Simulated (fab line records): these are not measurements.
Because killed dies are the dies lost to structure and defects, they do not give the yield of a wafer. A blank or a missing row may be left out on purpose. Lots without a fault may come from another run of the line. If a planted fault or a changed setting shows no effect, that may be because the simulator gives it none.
Which tool did it? :: flow berkeley_cmos170 :: 21 wafers from 7 lots sampled at 2 of the route's 331 steps

## WHAT THE GAUGES SHOWED, per wafer
UCB170_SCREENOX_THK_MEAS_02.
lot: L349
measured: day 6 22:07
on: film_metro-04
SCREENOX_OXIDE_THK (nm): 14.28 14.18 13.99

lot: L352
measured: day 7 12:10
on: film_metro-01
SCREENOX_OXIDE_THK (nm): 14.45 14.49 14.56

lot: L354
measured: day 8 00:16
on: film_metro-02
SCREENOX_OXIDE_THK (nm): 20.04 20.20 20.20

lot: L356
measured: day 8 09:27
on: film_metro-01
SCREENOX_OXIDE_THK (nm): 13.93 14.01 14.23

lot: L363
measured: day 9 08:25
on: film_metro-01
SCREENOX_OXIDE_THK (nm): 14.42 14.55 14.53

lot: L367
measured: day 10 09:40
on: film_metro-04
SCREENOX_OXIDE_THK (nm): 14.46 14.48 14.37

lot: L369
measured: day 10 09:41
on: film_metro-01
SCREENOX_OXIDE_THK (nm): 14.19 13.84 14.13

## WHAT TOOL EACH LOT RAN ON (gives the tool, then ch and the chambers of the sampled wafers, and finally the start)
lot: L349
UCB170_SCREENOX_OXIDATION_01: furnace-04 ch 0, day 6 20:28

lot: L352
UCB170_SCREENOX_OXIDATION_01: furnace-02 ch 0, day 7 10:28

lot: L354
UCB170_SCREENOX_OXIDATION_01: furnace-02 ch 0, day 7 22:34

lot: L356
UCB170_SCREENOX_OXIDATION_01: furnace-04 ch 0, day 8 07:47

lot: L363
UCB170_SCREENOX_OXIDATION_01: furnace-01 ch 0, day 9 06:41

lot: L367
UCB170_SCREENOX_OXIDATION_01: furnace-04 ch 0, day 10 08:00

lot: L369
UCB170_SCREENOX_OXIDATION_01: furnace-04 ch 0, day 10 08:00
- UCB170_SCREENOX_OXIDATION_01: target thk 14.4 nm, ox time 2400 s.

## THE ANSWER, worked out from the rows above alone
Rule: what is usual is taken from the lots themselves. The widest of any qualifying gaps counts: lots, ordered by their means at a reading, are off when they make up no more than a third of the lots, leave a main group of 4 or more, and stand apart from it by 3 or more times the standard deviation of that group's means. The tables above print the reading to a certain number of digits; a main group whose means all agree to those digits is not used. Also off: a lot with no number at a reading for which 4 or more lots have one. Where the step has rows for the other lots, those lots are counted as sound.
Off: L354, seen at UCB170_SCREENOX_THK_MEAS_02 (SCREENOX_OXIDE_THK). For the main group the mean is 14.28 nm and the standard deviation 0.2.
If a tool, at a process step before that reading, ran all the lots that are off and no sound lot after the first of them, it fits. Gauges at UCB170_SCREENOX_THK_MEAS_02: tried the same way as those tools. This does not decide it: 2 tools fit, namely furnace-02 at UCB170_SCREENOX_OXIDATION_01 and film_metro-02 at UCB170_SCREENOX_THK_MEAS_02.

## WHAT THE SIMULATOR HAD PUT IN
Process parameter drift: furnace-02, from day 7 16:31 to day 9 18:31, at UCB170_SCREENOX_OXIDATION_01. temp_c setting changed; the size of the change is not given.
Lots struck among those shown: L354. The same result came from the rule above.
